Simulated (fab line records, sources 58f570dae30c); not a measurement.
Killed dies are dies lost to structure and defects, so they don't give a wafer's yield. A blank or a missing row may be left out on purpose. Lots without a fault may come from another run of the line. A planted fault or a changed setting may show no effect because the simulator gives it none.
fab line records | flow berkeley_cmos170
record lots=14 wafers=42 last_day=13
route steps=331 shown NVT@111 M2@290 M3@316
lots that met no fault: from a run of the same line without faults
start_h: hours from the record's first day to the start of the lot's first wafer shown | wait_h: hours since the lot's step before | " the same as in the row above | L1.1+2: a row that stands for several wafers | - no value, or no start given | * or withheld: withheld | < > ~ a bound
route shown NAME@n: a module of which the file shows steps, and the number in the route of the first | usual: mean/standard deviation of fault-free wafers | same: alike in all rows | chamber/n: place in a boat | sites: the reading at each site | _std_site: their standard deviation | _edge_site: outer sites' mean less inner sites' | radius_mm: how far each site lies from the wafer's centre | mask NAME#n: copy n | behind: the tool/chamber that last shaped the wafer | hold: why the lot was held/for how many hours/how that ended | device: the transistor (n, p or np) that didn't switch | end of line: the same wafers' tests at the end of the route | a step without rows: its recipe alone | killed: dies lost to structure and defects at the first sort, not the wafer's yield | map: a wafer's dies, x killed, . not, _ none there
set.NAME: the setting as run; set.NAME@STEP: as run at that earlier step | model.NAME: the simulator's own value behind a step, which no gauge read
steps of the route over a sample of lots; a table a step, a row a wafer
services: from which hour (start_h, from the record's first day; less than 0 if before it) a tool's chamber was out of use, for how many hours, and why
## steps
# step UCB170_NVT_IMPLANT_07
# recipe species=BF2 dose_cm2=3e+12 energy_kev=50 tilt_deg=7
# usual beam_on_s=10.01/0.19 dose_ions_cm2=3e+12/3.2e+09 faraday_current_uA=9.51/0.18
# columns lot.wafer tool chamber start_h wait_h beam_on_s dose_ions_cm2 faraday_current_uA
L471.2 implanter-01 0 138.24 0.0 9.98 2.999e+12 9.57
L471.5 " 0 " " 10.17 2.999e+12 9.42
L471.6 " 0 " " 10.12 2.999e+12 9.40
L472.1 implanter-01 0 151.21 0.0 9.90 3.003e+12 9.59
L472.3 " 0 " " 10.02 3.006e+12 9.54
L472.4 " 0 " " 9.64 3.003e+12 9.83
L475.3 implanter-03 0 151.54 0.1 9.84 2.998e+12 9.69
L475.5 " 0 " " 9.86 2.998e+12 9.69
L475.6 " 0 " " 9.71 3.001e+12 9.80
L473.1 implanter-02 0 151.76 0.0 9.96 3.001e+12 9.55
L473.2 " 0 " " 9.63 3e+12 9.89
L473.6 " 0 " " 10.02 2.999e+12 9.48
L474.3 implanter-01 0 151.86 0.1 10.19 3.002e+12 9.31
L474.5 " 0 " " 9.91 3.001e+12 9.61
L474.6 " 0 " " 10.17 3.003e+12 9.32
L476.1 implanter-02 0 166.83 0.0 9.94 2.994e+12 9.59
L476.2 " 0 " " 10.16 3.002e+12 9.33
L476.6 " 0 " " 10.49 2.994e+12 9.07
L479.1 implanter-03 0 176.85 0.0 10.20 3.001e+12 9.34
L479.3 " 0 " " 10.02 2.999e+12 9.52
L479.6 " 0 " " 10.01 3.004e+12 9.54
L482.2 implanter-03 0 194.27 0.0 10.10 2.997e+12 9.41
L482.4 " 0 " " 10.16 2.995e+12 9.38
L482.5 " 0 " " 9.93 2.997e+12 9.61
L487.3 implanter-01 0 210.48 0.1 10.08 3.898e+12 12.31
L487.4 " 0 " " 10.12 3.899e+12 12.29
L487.6 " 0 " " 10.30 3.9e+12 12.09
L488.1 implanter-01 0 216.84 0.0 10.27 3.899e+12 12.06
L488.2 " 0 " " 10.19 3.9e+12 12.19
L488.4 " 0 " " 9.99 3.899e+12 12.42
L489.2 implanter-03 0 217.32 0.0 9.80 2.998e+12 9.69
L489.3 " 0 " " 10.26 3.001e+12 9.28
L489.4 " 0 " " 10.09 2.999e+12 9.44
L491.3 implanter-03 0 233.25 0.1 10.14 2.991e+12 9.36
L491.5 " 0 " " 10.38 3e+12 9.17
L491.6 " 0 " " 9.84 2.998e+12 9.70
L490.2 implanter-02 0 233.50 0.0 9.89 2.997e+12 9.60
L490.3 " 0 " " 9.64 2.994e+12 9.87
L490.4 " 0 " " 9.98 2.996e+12 9.54
L494.1 implanter-03 0 244.54 0.0 10.16 3.001e+12 9.37
L494.2 " 0 " " 10.23 3.003e+12 9.28
L494.5 " 0 " " 9.93 2.991e+12 9.61
# step UCB170_NVT_TW_MEAS_09
# usual NVT_TW=531/6.2
# columns lot.wafer tool chamber start_h wait_h NVT_TW
L471.2 film_metro-02 - 138.48 0.1 535
L471.5 " - " " 536
L471.6 " - " " 540
L472.1 film_metro-04 - 151.46 0.1 522
L472.3 " - " " 523
L472.4 " - " " 523
L475.3 film_metro-04 - 151.76 0.1 519
L475.5 " - " " 520
L475.6 " - " " 522
L473.1 film_metro-02 - 152.01 0.1 534
L473.2 " - " " 534
L473.6 " - " " 533
L474.3 film_metro-04 - 152.08 0.1 521
L474.5 " - " " 522
L474.6 " - " " 520
L476.1 film_metro-01 - 167.08 0.1 533
L476.2 " - " " 532
L476.6 " - " " 531
L479.1 film_metro-01 - 177.10 0.1 534
L479.3 " - " " 533
L479.6 " - " " 533
L482.2 film_metro-02 - 194.51 0.1 535
L482.4 " - " " 539
L482.5 " - " " 541
L487.3 film_metro-02 - 210.70 0.1 584
L487.4 " - " " 582
L487.6 " - " " 585
L488.1 film_metro-01 - 217.09 0.1 575
L488.2 " - " " 576
L488.4 " - " " 576
L489.2 film_metro-01 - 217.55 0.1 529
L489.3 " - " " 532
L489.4 " - " " 531
L491.3 film_metro-02 - 233.47 0.1 539
L491.5 " - " " 537
L491.6 " - " " 539
L490.2 film_metro-01 - 233.73 0.1 535
L490.3 " - " " 528
L490.4 " - " " 531
L494.1 film_metro-02 - 244.79 0.1 536
L494.2 " - " " 534
L494.5 " - " " 534
# step UCB170_M2_STRIP_19
# recipe chemistry=O2 power_w=400 pressure_mtorr=3500 platen_temp_c=withheld o2_flow_sccm=400 overash_fraction=0.5
# usual chamber_pressure_mTorr=3500/3 drypump_motor_current_A=6.06/0.28 oes_product_au=0.541/0.023
# columns lot.wafer tool chamber start_h wait_h chamber_pressure_mTorr drypump_motor_current_A oes_product_au rf_hours_counter_h
L471.2 plasma_asher-03 1 188.22 0.1 3498 5.76 0.578 7
L471.5 " 0 " " 3500 6.46 0.497 -
L471.6 " 1 " " 3503 5.73 0.574 -
L472.1 plasma_asher-01 1 206.33 0.1 3497 6.41 0.506 44
L472.3 " 0 " " 3506 6.18 0.575 -
L472.4 " 1 " " 3504 6.36 0.492 -
L475.3 plasma_asher-03 1 208.16 0.1 3497 5.75 0.535 -
L475.5 " 1 " " 3497 5.73 0.542 -
L475.6 " 0 " " 3500 6.42 0.558 -
L473.1 plasma_asher-04 0 208.57 0.1 3495 5.72 0.577 47
L473.2 " 1 " " 3502 5.98 0.487 47
L473.6 " 1 " " 3498 6.00 0.488 -
L474.3 plasma_asher-04 0 209.16 0.1 3503 5.73 0.551 -
L474.5 " 0 " " 3500 5.74 0.563 -
L474.6 " 1 " " 3502 6.02 0.538 -
L476.1 plasma_asher-04 1 216.62 0.1 3501 6.04 0.548 48
L476.2 " 0 " " 3508 5.71 0.521 48
L476.6 " 0 " " 3502 5.71 0.506 -
L479.1 plasma_asher-01 1 232.12 0.1 3505 6.39 0.544 47
L479.3 " 1 " " 3500 6.39 0.556 -
L479.6 " 1 " " 3505 6.38 0.543 -
L482.2 plasma_asher-03 1 246.38 0.1 3497 5.78 0.560 13
L482.4 " 0 " " 3496 6.43 0.559 -
L482.5 " 0 " " 3500 6.39 0.552 -
L487.3 plasma_asher-03 0 260.91 0.2 3501 6.43 0.550 -
L487.4 " 1 " " 3498 5.75 0.549 -
L487.6 " 0 " " 3502 6.43 0.554 -
L488.1 plasma_asher-04 0 263.63 0.3 3505 5.73 0.545 54
L488.2 " 1 " " 3498 5.98 0.543 54
L488.4 " 0 " " 3498 5.73 0.539 -
L489.2 plasma_asher-01 0 267.12 0.1 3494 6.21 0.545 51
L489.3 " 0 " " 3497 6.24 0.546 -
L489.4 " 1 " " 3497 6.38 0.548 -
L491.3 plasma_asher-04 0 286.82 0.1 3501 5.72 0.511 -
L491.5 " 0 " " 3501 5.73 0.505 -
L491.6 " 1 " " 3500 5.99 0.567 -
L490.2 plasma_asher-04 1 289.56 0.1 3500 5.99 0.534 56
L490.3 " 0 " " 3501 5.73 0.534 -
L490.4 " 1 " " 3503 5.95 0.554 -
L494.1 plasma_asher-01 1 296.68 0.1 3501 6.35 0.542 55
L494.2 " 0 " " 3497 6.20 0.540 55
L494.5 " 1 " " 3497 6.33 0.528 -
# step UCB170_M3_STRIP_07
# recipe chemistry=O2 power_w=400 pressure_mtorr=3500 platen_temp_c=withheld o2_flow_sccm=400 overash_fraction=0.5
# usual chamber_pressure_mTorr=3501/10 drypump_motor_current_A=6.16/0.28 oes_product_au=0.734/0.0045 strip_time_to_endpoint_s=21.95/0.058
# columns lot.wafer tool chamber start_h wait_h chamber_pressure_mTorr drypump_motor_current_A oes_product_au rf_hours_counter_h strip_time_to_endpoint_s
L471.2 plasma_asher-04 1 193.03 0.1 3501 6.03 0.735 45 21.97
L471.5 " 0 " " 3505 5.72 0.738 - 21.98
L471.6 " 1 " " 3503 6.02 0.735 - 21.98
L472.1 plasma_asher-02 1 209.99 0.1 3500 6.56 0.737 44 22.04
L472.3 " 1 " " 3499 6.56 0.736 - 22.01
L472.4 " 0 " " 3500 6.38 0.735 - 21.99
L475.3 plasma_asher-04 0 211.93 0.1 3502 5.72 0.738 - 21.97
L475.5 " 0 " " 3500 5.71 0.735 - 22.04
L475.6 " 1 " " 3497 6.01 0.734 - 21.99
L473.1 plasma_asher-04 1 212.36 0.1 3505 5.99 0.727 48 21.91
L473.2 " 0 " " 3500 5.71 0.732 48 21.94
L473.6 " 0 " " 3499 5.70 0.736 - 21.90
L474.3 plasma_asher-04 1 213.48 0.1 3500 5.99 0.736 - 22.03
L474.5 " 0 " " 3499 5.72 0.731 - 22.03
L474.6 " 1 " " 3498 5.99 0.736 - 22.05
L476.1 plasma_asher-02 0 219.97 0.1 3502 6.39 0.739 46 21.94
L476.2 " 1 " " 3497 6.54 0.732 46 21.92
L476.6 " 1 " " 3502 6.56 0.736 - 21.98
L479.1 plasma_asher-02 0 235.40 0.1 3615 6.38 0.733 48 21.89
L479.3 " 0 " " 3498 6.40 0.730 - 21.95
L479.6 " 1 " " 3499 6.60 0.728 - 21.88
L482.2 plasma_asher-02 1 250.01 0.1 3494 6.56 0.739 50 21.82
L482.4 " 0 " " 3504 6.36 0.727 - 21.86
L482.5 " 0 " " 3497 6.36 0.738 - 21.88
L487.3 plasma_asher-04 1 264.67 0.1 3498 5.99 0.730 - 21.90
L487.4 " 0 " " 3499 5.72 0.727 - 21.95
L487.6 " 0 " " 3503 5.73 0.727 - 21.90
L488.1 plasma_asher-02 0 268.06 0.1 3495 6.37 0.734 52 21.85
L488.2 " 1 " " 3503 6.55 0.740 52 21.86
L488.4 " 0 " " 3497 6.37 0.737 - 21.87
L489.2 plasma_asher-01 0 270.71 0.1 3500 6.18 0.728 52 22.04
L489.3 " 0 " " 3500 6.19 0.729 - 22.04
L489.4 " 1 " " 3500 6.34 0.737 - 21.97
L491.3 plasma_asher-02 0 290.25 0.1 3503 6.35 0.733 - 21.97
L491.5 " 0 " " 3496 6.36 0.740 - 21.86
L491.6 " 1 " " 3496 6.55 0.734 - 22.00
L490.2 plasma_asher-01 0 293.57 0.1 3495 6.25 0.727 54 21.99
L490.3 " 1 " " 3500 6.28 0.738 - 22.01
L490.4 " 0 " " 3501 6.22 0.731 - 22.02
L494.1 plasma_asher-04 1 300.11 0.1 3504 5.98 0.732 58 21.87
L494.2 " 0 " " 3501 5.72 0.733 58 21.95
L494.5 " 1 " " 3501 6.03 0.745 - 21.88
# step UCB170_M3_STRIP_19
# recipe chemistry=O2 power_w=400 pressure_mtorr=3500 platen_temp_c=withheld o2_flow_sccm=400 overash_fraction=0.5
# usual chamber_pressure_mTorr=3499/9 drypump_motor_current_A=6.16/0.3 oes_product_au=0.549/0.023
# columns lot.wafer tool chamber start_h wait_h chamber_pressure_mTorr drypump_motor_current_A oes_product_au rf_hours_counter_h
L471.2 plasma_asher-04 0 194.66 0.1 3504 5.72 0.557 45
L471.5 " 0 " " 3501 5.72 0.561 -
L471.6 " 1 " " 3503 5.99 0.562 -
L472.1 plasma_asher-02 1 212.48 0.1 3496 6.56 0.583 45
L472.3 " 1 " " 3506 6.54 0.586 -
L472.4 " 0 " " 3501 6.36 0.495 -
L475.3 plasma_asher-04 1 213.94 0.1 3501 6.03 0.555 -
L475.5 " 0 " " 3498 5.74 0.552 -
L475.6 " 1 " " 3501 6.03 0.541 -
L473.1 plasma_asher-02 1 214.44 0.1 3504 6.55 0.581 45
L473.2 " 0 " " 3497 6.36 0.563 45
L473.6 " 0 " " 3499 6.36 0.549 -
L474.3 plasma_asher-04 1 215.10 0.1 3496 6.02 0.501 -
L474.5 " 0 " " 3494 5.73 0.576 -
L474.6 " 1 " " 3499 5.98 0.503 -
L476.1 plasma_asher-02 0 221.47 0.1 3505 6.36 0.585 46
L476.2 " 1 " " 3502 6.51 0.513 46
L476.6 " 1 " " 3501 6.55 0.506 -
L479.1 plasma_asher-04 1 236.93 0.1 3498 5.99 0.557 51
L479.3 " 0 " " 3504 5.73 0.551 -
L479.6 " 0 " " 3499 5.75 0.558 -
L482.2 plasma_asher-01 1 251.64 0.1 3506 6.39 0.565 50
L482.4 " 0 " " 3501 6.20 0.567 -
L482.5 " 0 " " 3500 6.17 0.575 -
L487.3 plasma_asher-04 1 266.52 0.1 3500 5.98 0.508 -
L487.4 " 0 " " 3497 5.73 0.555 -
L487.6 " 0 " " 3509 5.72 0.569 -
L488.1 plasma_asher-02 1 269.79 0.1 3498 6.54 0.571 52
L488.2 " 0 " " 3504 6.38 0.503 52
L488.4 " 0 " " 3501 6.37 0.508 -
L489.2 plasma_asher-01 0 272.22 0.1 3501 6.18 0.551 52
L489.3 " 1 " " 3502 6.38 0.549 -
L489.4 " 0 " " 3497 6.19 0.545 -
L491.3 plasma_asher-04 0 291.80 0.1 3502 5.71 0.526 -
L491.5 " 0 " " 3501 5.71 0.532 -
L491.6 " 1 " " 3500 6.03 0.557 -
L490.2 plasma_asher-01 1 295.91 0.1 3503 6.33 0.557 55
L490.3 " 1 " " 3505 6.36 0.545 -
L490.4 " 0 " " 3502 6.18 0.565 -
L494.1 plasma_asher-04 0 302.16 0.1 3498 5.72 0.528 58
L494.2 " 1 " " 3498 6.00 0.562 58
L494.5 " 0 " " 3502 5.72 0.531 -
## services
# columns tool chamber start_h hours kind
plasma_asher-03 0 117.75 - clean
plasma_asher-03 1 117.75 - clean
plasma_asher-03 - 121.00 0.4 repair
implanter-03 - 126.92 1.9 pm
plasma_asher-02 - 162.91 2.0 repair
plasma_asher-04 - 169.08 2.8 pm
plasma_asher-03 - 172.13 2.8 pm
plasma_asher-01 - 211.73 2.3 repair
implanter-01 - 226.04 2.4 pm
implanter-01 - 249.75 26.2 repair
implanter-03 - 256.64 2.3 pm
implanter-03 - 261.25 2.8 repair
implanter-02 - 276.26 6.2 repair
implanter-01 - 286.39 12.3 pm
plasma_asher-03 - 295.42 1.7 repair
## key
first_sign step=UCB170_NVT_IMPLANT_07 reading=dose_ions_cm2 direction=up sigmas=99+ usual=3e+12 struck=3.899e+12
effect step=UCB170_NVT_IMPLANT_07 reading=faraday_current_uA direction=up sigmas=15 usual=9.51 struck=12.23
effect step=UCB170_NVT_TW_MEAS_09 reading=NVT_TW direction=up sigmas=7.8 usual=531 struck=580
met_at UCB170_NVT_IMPLANT_07
struck_lots L487,L488
tester_left_out L487,L488
not_acting_at UCB170_M2_STRIP_19,UCB170_M3_STRIP_07,UCB170_M3_STRIP_19
onset_between 151.86 210.48
fault kind=process_parameter_drift tool=implanter-01 chamber=- onset_h=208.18 steps=UCB170_NVT_IMPLANT_07 channel=dose_cm2 offset=9e+11 shape=step end_h=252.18 acts_in=these_recipes_only stated=3e+12
# tester_left_out: of these lots the tester's yield and bins aren't shown, on N5 and GAA mostly nor the transistor test; their killed dies are dies lost to structure and defects alone, not to doping, threshold or leakage, so they don't give the yield
